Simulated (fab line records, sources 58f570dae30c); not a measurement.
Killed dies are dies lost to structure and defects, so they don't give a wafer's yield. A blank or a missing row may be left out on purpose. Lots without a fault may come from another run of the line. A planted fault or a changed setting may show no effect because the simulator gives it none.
Which tool did it? | flow berkeley_cmos170 | 16 lots, 48 wafers sampled, at 5 steps of a route of 331

WHAT THE GAUGES READ, wafer by wafer
UCB170_ACTIVE_OVL_MEAS_14. Usual: ACTIVE_OVL -1 nm, standard deviation 5.
lot  | measured     | on         | ACTIVE_OVL (nm)               | flag
L205 | day 4 14:48  | overlay-02 | 2 3 0                         |
L207 | day 4 23:04  | overlay-01 | -4 -1 0                       |
L208 | day 5 11:10  | overlay-01 | -1 0 7                        |
L211 | day 5 17:47  | overlay-02 | -3 -7 -9                      |
L210 | day 5 18:10  | overlay-02 | -3 -1 6                       |
L214 | day 6 16:51  | overlay-02 | -5 1 2                        |
L216 | day 7 03:39  | overlay-01 | -15 -15 -7                    |
L218 | day 7 15:03  | overlay-02 | 5 8 -3                        |
L217 | day 7 15:10  | overlay-01 | 2 7 2                         |
L219 | day 8 00:01  | overlay-01 | -126 -130 -128 -118 -125 -119 | OFF
L220 | day 8 08:55  | overlay-02 | -131 -130 -123 -126 -122 -118 | OFF
L223 | day 8 17:50  | overlay-01 | -5 3 0                        |
L222 | day 8 18:04  | overlay-02 | -121 -126 -129 -113 -118 -124 | OFF
L225 | day 9 10:35  | overlay-02 | -4 -5 1                       |
L226 | day 9 10:53  | overlay-01 | -128 -139 -131 -122 -133 -123 | OFF
L228 | day 10 01:09 | overlay-02 | -4 2 0                        |

UCB170_V2_THK_MEAS_01. Usual: V2_TEOS_THK 1994 nm, standard deviation 25.
lot  | measured     | on            | V2_TEOS_THK (nm) | flag
L205 | day 8 10:20  | film_metro-01 | 1962 1969 2010   |
L207 | day 9 00:57  | film_metro-04 | 1963 1956 2012   |
L208 | day 9 12:11  | film_metro-03 | 1985 2001 2030   |
L211 | day 9 18:05  | film_metro-04 | 1986 1976 1993   |
L210 | day 9 16:32  | film_metro-01 | 1984 1952 2005   |
L214 | day 10 18:32 | film_metro-01 | 1988 1997 1995   |
L216 | day 11 02:27 | film_metro-01 | 1981 2022 2000   |
L218 | day 11 17:05 | film_metro-04 | 1975 1964 2001   |
L217 | day 11 19:05 | film_metro-01 | 1964 1992 2001   |
L219 | day 11 18:04 | film_metro-03 | 1978 1959 2013   |
L220 | day 12 14:53 | film_metro-01 | 1992 1977 1992   |
L223 | day 12 21:28 | film_metro-03 | 1958 1991 1969   |
L222 | day 13 03:35 | film_metro-03 | 2007 2041 2014   |
L225 | day 13 15:44 | film_metro-03 | 1969 1986 2011   |
L226 | day 13 16:18 | film_metro-01 | 2018 2075 2049   |
L228 | day 14 06:01 | film_metro-04 | 1993 1999 2020   |

UCB170_M3_CD_MEAS_90: target cd 700 nm. Usual: cd_nm 700.8 nm, standard deviation 2.7.
lot  | measured     | on        | cd_nm (nm)        | flag
L205 | day 8 16:05  | cd_sem-01 | 700.1 703.4 699.9 |
L207 | day 9 06:29  | cd_sem-01 | 701.9 697.1 704.0 |
L208 | day 9 16:50  | cd_sem-01 | 698.9 695.0 698.5 |
L211 | day 9 23:50  | cd_sem-02 | 703.3 701.0 699.3 |
L210 | day 9 21:28  | cd_sem-01 | 698.6 699.4 699.1 |
L214 | day 10 23:49 | cd_sem-01 | 698.4 698.9 700.7 |
L216 | day 11 07:27 | cd_sem-02 | 701.0 701.1 701.5 |
L218 | day 11 21:44 | cd_sem-01 | 701.3 702.1 702.4 |
L217 | day 12 00:28 | cd_sem-01 | 698.2 699.7 699.8 |
L219 | day 11 23:17 | cd_sem-02 | 704.4 699.3 705.3 |
L220 | day 12 20:45 | cd_sem-01 | 700.2 701.1 704.7 |
L223 | day 13 07:45 | cd_sem-01 | 706.4 703.8 706.8 |
L222 | day 13 09:28 | cd_sem-02 | 697.6 696.8 702.8 |
L225 | day 13 21:28 | cd_sem-02 | 699.5 700.8 701.7 |
L226 | day 13 22:19 | cd_sem-01 | 697.7 698.2 703.6 |
L228 | day 14 11:56 | cd_sem-01 | 702.2 695.9 703.5 |

WHICH TOOL RAN EACH LOT (tool, then ch and the chambers of the sampled wafers, then the start)
lot  | UCB170_ACTIVE_EXPOSE_10           | UCB170_M2_PEB_13
L205 | krf_scanner-01 ch 0, day 4 14:15  | litho_track-03 ch 0, day 8 09:18
L207 | krf_scanner-01 ch 0, day 4 22:19  | litho_track-03 ch 0, day 8 23:55
L208 | krf_scanner-01 ch 0, day 5 10:34  | litho_track-03 ch 0, day 9 11:09
L211 | krf_scanner-01 ch 0, day 5 17:16  | litho_track-02 ch 0, day 9 17:02
L210 | krf_scanner-02 ch 0, day 5 17:31  | litho_track-03 ch 0, day 9 15:18
L214 | krf_scanner-02 ch 0, day 6 16:22  | litho_track-03 ch 0, day 10 17:31
L216 | krf_scanner-01 ch 0, day 7 03:08  | litho_track-04 ch 0, day 11 01:25
L218 | krf_scanner-02 ch 0, day 7 14:25  | litho_track-02 ch 0, day 11 16:04
L217 | krf_scanner-01 ch 0, day 7 14:38  | litho_track-03 ch 0, day 11 18:03
L219 | krf_scanner-01 ch 0, day 7 23:31  | litho_track-03 ch 0, day 11 17:02
L220 | krf_scanner-01 ch 0, day 8 08:25  | litho_track-02 ch 0, day 12 13:52
L223 | krf_scanner-02 ch 0, day 8 17:22  | litho_track-02 ch 0, day 12 20:28
L222 | krf_scanner-01 ch 0, day 8 17:34  | litho_track-02 ch 0, day 13 03:35 or earlier
L225 | krf_scanner-02 ch 0, day 9 10:05  | litho_track-04 ch 0, day 13 14:42
L226 | krf_scanner-01 ch 0, day 9 10:22  | litho_track-03 ch 0, day 13 15:18
L228 | krf_scanner-02 ch 0, day 10 00:39 | litho_track-03 ch 0, day 14 04:59
- UCB170_ACTIVE_EXPOSE_10: exposes mask ACTIVE, target cd 1200 nm.
- UCB170_M2_PEB_13

WHAT THE TOOLS THEMSELVES READ (means of the sampled wafers that have a number; where no wafer has one, the mark that the record gives instead)
UCB170_M2_PEB_13. Usual: plate_sensor_t_centre_C 131.41 C, standard deviation 0.011; plate_sensor_t_edge_C 131.53 C, standard deviation 0.011.
lot  | tool           | plate_sensor_t_centre_C (C) | plate_sensor_t_edge_C (C) | flag
L205 | litho_track-03 | 131.41                      | 131.52                    |
L207 | litho_track-03 | 131.41                      | 131.53                    |
L208 | litho_track-03 | 131.40                      | 131.52                    |
L211 | litho_track-02 | 131.41                      | 131.53                    |
L210 | litho_track-03 | 131.42                      | 131.53                    |
L214 | litho_track-03 | 131.41                      | 131.52                    |
L216 | litho_track-04 | 131.41                      | 131.53                    |
L218 | litho_track-02 | 131.41                      | 131.54                    |
L217 | litho_track-03 | 131.41                      | 131.53                    |
L219 | litho_track-03 | 131.41                      | 131.54                    |
L220 | litho_track-02 | 131.40                      | 131.51                    |
L223 | litho_track-02 | 131.42                      | 131.53                    |
L222 | litho_track-02 | 131.41                      | 131.52                    |
L225 | litho_track-04 | 131.41                      | 131.53                    |
L226 | litho_track-03 | 131.40                      | 131.52                    |
L228 | litho_track-03 | 131.41                      | 131.52                    |

THE ANSWER, worked out from the rows above alone
Rule: a lot is off if the mean of its wafers that have a number lies more than 3 standard deviations from the usual mean. A lot without any number at a reading at which 4 lots or more have one is off too. The other lots that the step has rows for count as sound. The gauges are gone through in route order, then the tools' own readings, and for those a lot's mean is taken as printed above. The first step at which some lot is off is used, and at that step the reading that is off furthest; a lot without a number counts as furthest.
Off: L219, L220, L222, L226, at UCB170_ACTIVE_OVL_MEAS_14 (ACTIVE_OVL).
A tool fits if, at a process step before that reading, it ran every lot that is off, and no sound lot after the first of them. The gauges at UCB170_ACTIVE_OVL_MEAS_14 are tried like those tools. One fits: krf_scanner-01 at UCB170_ACTIVE_EXPOSE_10. Its last sound lot is L217 (day 7 14:38), its first lot that is off L219 (day 7 23:31): a fault that began between those two fits.

WHAT THE SIMULATOR HAD PUT IN
Scanner matching overlay: krf_scanner-01, from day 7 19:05 on, at UCB170_ACTIVE_EXPOSE_10. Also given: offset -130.
Lots struck among those shown: L219, L220, L222, L226. The rule above found the same.
